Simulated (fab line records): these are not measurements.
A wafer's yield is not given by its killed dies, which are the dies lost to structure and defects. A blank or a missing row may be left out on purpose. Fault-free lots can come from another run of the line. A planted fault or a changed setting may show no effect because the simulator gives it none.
Split-lot experiment || flow berkeley_cmos170 || 23 wafers read from 5 lots, route of 331 steps

SPLIT DETAILS
At UCB170_START_OXIDATION_02 (target thk 20 nm, ox time 1800 s), the setting ox_time_s was moved away from the recipe's 1800 s on 15 of the 23 wafers read, by +9.5% to +14.2%. The other wafers ran this setting at the recipe's value.

Split to reading: the file shows no intervening step.

THE READING
Values of START_OXIDE_THK in nm from UCB170_START_THK_MEAS_03. A value of 20.3 nm with a standard deviation of 0.39 nm is what fault-free wafers of this fab line usually give.

{"wafer": "L074.1", "tool, chamber at the split": "-, -", "ox_time_s as run, s": 2056, "against the recipe": "+14.2%", "START_OXIDE_THK, nm": 22.0, "against lot-mates on the recipe": "no lot-mate on the recipe"}
{"wafer": "L074.2", "tool, chamber at the split": "-, -", "ox_time_s as run, s": 2056, "against the recipe": "+14.2%", "START_OXIDE_THK, nm": 21.7, "against lot-mates on the recipe": "no lot-mate on the recipe"}
{"wafer": "L074.3", "tool, chamber at the split": "-, -", "ox_time_s as run, s": 2056, "against the recipe": "+14.2%", "START_OXIDE_THK, nm": 22.0, "against lot-mates on the recipe": "no lot-mate on the recipe"}
{"wafer": "L074.4", "tool, chamber at the split": "-, -", "ox_time_s as run, s": 2056, "against the recipe": "+14.2%", "START_OXIDE_THK, nm": 22.0, "against lot-mates on the recipe": "no lot-mate on the recipe"}
{"wafer": "L074.5", "tool, chamber at the split": "-, -", "ox_time_s as run, s": 2056, "against the recipe": "+14.2%", "START_OXIDE_THK, nm": 21.7, "against lot-mates on the recipe": "no lot-mate on the recipe"}
{"wafer": "L076.1", "tool, chamber at the split": "-, -", "ox_time_s as run, s": 2046, "against the recipe": "+13.7%", "START_OXIDE_THK, nm": 22.1, "against lot-mates on the recipe": "no lot-mate on the recipe"}
{"wafer": "L076.2", "tool, chamber at the split": "-, -", "ox_time_s as run, s": 2046, "against the recipe": "+13.7%", "START_OXIDE_THK, nm": 21.9, "against lot-mates on the recipe": "no lot-mate on the recipe"}
{"wafer": "L076.4", "tool, chamber at the split": "-, -", "ox_time_s as run, s": 2046, "against the recipe": "+13.7%", "START_OXIDE_THK, nm": 22.2, "against lot-mates on the recipe": "no lot-mate on the recipe"}
{"wafer": "L076.5", "tool, chamber at the split": "-, -", "ox_time_s as run, s": 2046, "against the recipe": "+13.7%", "START_OXIDE_THK, nm": 21.9, "against lot-mates on the recipe": "no lot-mate on the recipe"}
{"wafer": "L076.6", "tool, chamber at the split": "-, -", "ox_time_s as run, s": 2046, "against the recipe": "+13.7%", "START_OXIDE_THK, nm": 21.9, "against lot-mates on the recipe": "no lot-mate on the recipe"}
{"wafer": "L080.1", "tool, chamber at the split": "furnace-02, 0", "ox_time_s as run, s": 1800, "against the recipe": "recipe", "START_OXIDE_THK, nm": 20.5, "against lot-mates on the recipe": "-"}
{"wafer": "L080.2", "tool, chamber at the split": "furnace-02, 0", "ox_time_s as run, s": 1800, "against the recipe": "recipe", "START_OXIDE_THK, nm": 20.4, "against lot-mates on the recipe": "-"}
{"wafer": "L080.6", "tool, chamber at the split": "furnace-02, 0", "ox_time_s as run, s": 1800, "against the recipe": "recipe", "START_OXIDE_THK, nm": 20.0, "against lot-mates on the recipe": "-"}
{"wafer": "L083.1", "tool, chamber at the split": "-, -", "ox_time_s as run, s": 1971, "against the recipe": "+9.5%", "START_OXIDE_THK, nm": 21.6, "against lot-mates on the recipe": "no lot-mate on the recipe"}
{"wafer": "L083.2", "tool, chamber at the split": "-, -", "ox_time_s as run, s": 1971, "against the recipe": "+9.5%", "START_OXIDE_THK, nm": 21.4, "against lot-mates on the recipe": "no lot-mate on the recipe"}
{"wafer": "L083.3", "tool, chamber at the split": "-, -", "ox_time_s as run, s": 1971, "against the recipe": "+9.5%", "START_OXIDE_THK, nm": 21.3, "against lot-mates on the recipe": "no lot-mate on the recipe"}
{"wafer": "L083.4", "tool, chamber at the split": "-, -", "ox_time_s as run, s": 1971, "against the recipe": "+9.5%", "START_OXIDE_THK, nm": 21.0, "against lot-mates on the recipe": "no lot-mate on the recipe"}
{"wafer": "L083.5", "tool, chamber at the split": "-, -", "ox_time_s as run, s": 1971, "against the recipe": "+9.5%", "START_OXIDE_THK, nm": 21.3, "against lot-mates on the recipe": "no lot-mate on the recipe"}
{"wafer": "L084.1", "tool, chamber at the split": "-, -", "ox_time_s as run, s": 1800, "against the recipe": "recipe", "START_OXIDE_THK, nm": 20.2, "against lot-mates on the recipe": "-"}
{"wafer": "L084.2", "tool, chamber at the split": "-, -", "ox_time_s as run, s": 1800, "against the recipe": "recipe", "START_OXIDE_THK, nm": 20.3, "against lot-mates on the recipe": "-"}
{"wafer": "L084.4", "tool, chamber at the split": "-, -", "ox_time_s as run, s": 1800, "against the recipe": "recipe", "START_OXIDE_THK, nm": 20.5, "against lot-mates on the recipe": "-"}
{"wafer": "L084.5", "tool, chamber at the split": "-, -", "ox_time_s as run, s": 1800, "against the recipe": "recipe", "START_OXIDE_THK, nm": 20.5, "against lot-mates on the recipe": "-"}
{"wafer": "L084.6", "tool, chamber at the split": "-, -", "ox_time_s as run, s": 1800, "against the recipe": "recipe", "START_OXIDE_THK, nm": 20.6, "against lot-mates on the recipe": "-"}

THE FIT
A straight line over all 23 wafers: START_OXIDE_THK changes by +0.111 nm for each +1% of ox_time_s; r = +0.97; the points scatter about the line by 0.19 nm.
Too few moved wafers with a lot-mate on the recipe to fit a line net of each lot's own level.

THE WHOLE CHAIN: every reading that the file lists as answering this split, in the file's order
{"step": "UCB170_START_OXIDATION_02", "what it does": "target thk 20 nm, ox time 1800 s", "reading": "SiO2_of_START_OXIDATION_02.thk_nm (the simulator's own value, which no gauge read)", "change (the file's fit)": "+0.111 nm for each +1% of the setting", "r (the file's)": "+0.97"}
{"step": "UCB170_START_THK_MEAS_03", "what it does": "", "reading": "START_OXIDE_THK", "change (the file's fit)": "+0.111 for each +1% of the setting", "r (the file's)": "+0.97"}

THE FILE'S OWN FIT
START_OXIDE_THK changes by +0.111 nm for each +1% of ox_time_s, r = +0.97.
